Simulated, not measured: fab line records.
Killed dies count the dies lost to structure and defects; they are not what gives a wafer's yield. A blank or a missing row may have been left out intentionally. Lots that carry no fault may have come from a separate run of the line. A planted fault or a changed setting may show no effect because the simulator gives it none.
Which tool did it? ; flow rit_cmos ; Sampling: 13 lots, 39 wafers, 3 of 202 route steps

## WHAT EACH GAUGE READ, for each wafer
RIT_PWELL_OVL_MEAS_06. Usual: PWELL_OVL gives -0.9 nm (standard deviation 1.3).
lot;measured;on;PWELL_OVL (nm);flag
L359;day 1 22:46;overlay-02;-2.6 -1.6 -1.0;
L360;day 2 03:48;overlay-02;-1.3 -2.8 -2.3;
L362;day 2 13:09;overlay-02;-2.7 -4.0 -1.4;
L363;day 2 19:47;overlay-02;-0.9 0.5 1.2;
L366;day 3 10:28;overlay-02;-0.7 1.2 -0.5;
L369;day 4 01:55;overlay-01;-1.8 -0.2 -2.1;
L372;day 4 16:25;overlay-02;0.7 1.3 -0.4;
L375;day 5 07:52;overlay-02;-0.2 0.7 1.2;
L378;day 5 23:07;overlay-02;-0.3 -1.3 -1.4;
L379;day 6 02:37;overlay-02;-0.5 -2.5 -3.5;
L380;day 6 09:13;overlay-01;-1.2 -2.0 -0.9;
L381;day 6 15:09;overlay-02;0.0 -1.1 -1.4;
L382;day 6 20:09;overlay-01;-0.6 -1.0 -1.8;

RIT_GATE_THK_MEAS_07. Usual: GATE_OXIDE_THK gives 3.01 nm (standard deviation 0.061).
lot;measured;on;GATE_OXIDE_THK (nm);flag
L359;day 2 11:06;film_metro-02;2.99 3.04 2.96;
L360;day 2 16:07;film_metro-02;3.06 2.97 3.04;
L362;day 3 00:38;film_metro-01;3.02 3.03 3.11;
L363;day 3 07:26;film_metro-03;3.06 3.02 3.04;
L366;day 3 22:32;film_metro-02;2.97 3.10 3.07;
L369;day 4 16:16;film_metro-01;3.06 3.04 3.00;
L372;day 5 04:37;film_metro-02;2.95 2.99 2.92;
L375;day 5 19:17;film_metro-01;2.93 2.98 2.92;
L378;day 6 13:05;film_metro-02;3.05 2.98 3.05;
L379;day 6 16:47;film_metro-02;3.03 2.94 2.96;
L380;day 6 23:38;film_metro-03;3.00 3.09 3.03;
L381;day 7 04:22;film_metro-01;3.08 3.02 3.05;
L382;day 7 11:11;film_metro-01;2.93 3.06 3.04;

## EACH LOT AND THE TOOL THAT RAN IT (in order: tool; ch and the chambers of the sampled wafers; start)
lot;RIT_NRETRO_STRIP_09
L359;plasma_asher-03 ch 0,1, day 2 06:53
L360;plasma_asher-04 ch 0,1, day 2 11:14
L362;plasma_asher-04 ch 0,1, day 2 21:01
L363;plasma_asher-02 ch 0,1, day 3 03:35
L366;plasma_asher-04 ch 0,1, day 3 17:47
L369;plasma_asher-04 ch 0,1, day 4 09:40
L372;plasma_asher-04 ch 0,1, day 4 23:43
L375;plasma_asher-03 ch 0,1, day 5 15:34
L378;plasma_asher-04 ch 0,1, day 6 06:43
L379;plasma_asher-04 ch 1, day 6 10:02
L380;plasma_asher-03 ch 0,1, day 6 18:05
L381;plasma_asher-04 ch 0,1, day 6 23:25
L382;plasma_asher-04 ch 0,1, day 7 04:35
- RIT_NRETRO_STRIP_09: strips in O2, time 180 s.

## AS READ BY THE TOOLS THEMSELVES (means over the sampled wafers that have a number; for cases with no such wafer, the mark the record gives instead)
RIT_NRETRO_STRIP_09. Usual: drypump_motor_current_A 5.6 A, standard deviation 0.52; o2_flow_sccm 4001 sccm, standard deviation 11.
lot;tool;drypump_motor_current_A (A);o2_flow_sccm (sccm);flag
L359;plasma_asher-03;6.0;4004;
L360;plasma_asher-04;5.0;4006;
L362;plasma_asher-04;5.2;4008;
L363;plasma_asher-02;5.2;4005;
L366;plasma_asher-04;5.2;4005;
L369;plasma_asher-04;5.0;3988;
L372;plasma_asher-04;5.2;4005;
L375;plasma_asher-03;6.1;3996;
L378;plasma_asher-04;5.2;4004;
L379;plasma_asher-04;5.4;4007;
L380;plasma_asher-03;6.1;3994;
L381;plasma_asher-04;5.0;3998;
L382;plasma_asher-04;5.2;4017;

## THE ANSWER, worked out from the rows above alone
Rule: lot off if the mean of its wafers having a number is beyond 3 standard deviations from the usual mean. Also off: a lot with no number at a reading for which 4 or more lots have one. All remaining lots with rows at the step are treated as sound. The gauges are gone through in route order, then the tools' own readings, and for those a lot's mean is taken as printed above. The first step at which some lot is off is used, and at that step the reading that is off furthest; a lot without a number counts as furthest.
Nothing can be told from this: no lot is off at any reading shown.

## WHAT WAS PUT IN BY THE SIMULATOR
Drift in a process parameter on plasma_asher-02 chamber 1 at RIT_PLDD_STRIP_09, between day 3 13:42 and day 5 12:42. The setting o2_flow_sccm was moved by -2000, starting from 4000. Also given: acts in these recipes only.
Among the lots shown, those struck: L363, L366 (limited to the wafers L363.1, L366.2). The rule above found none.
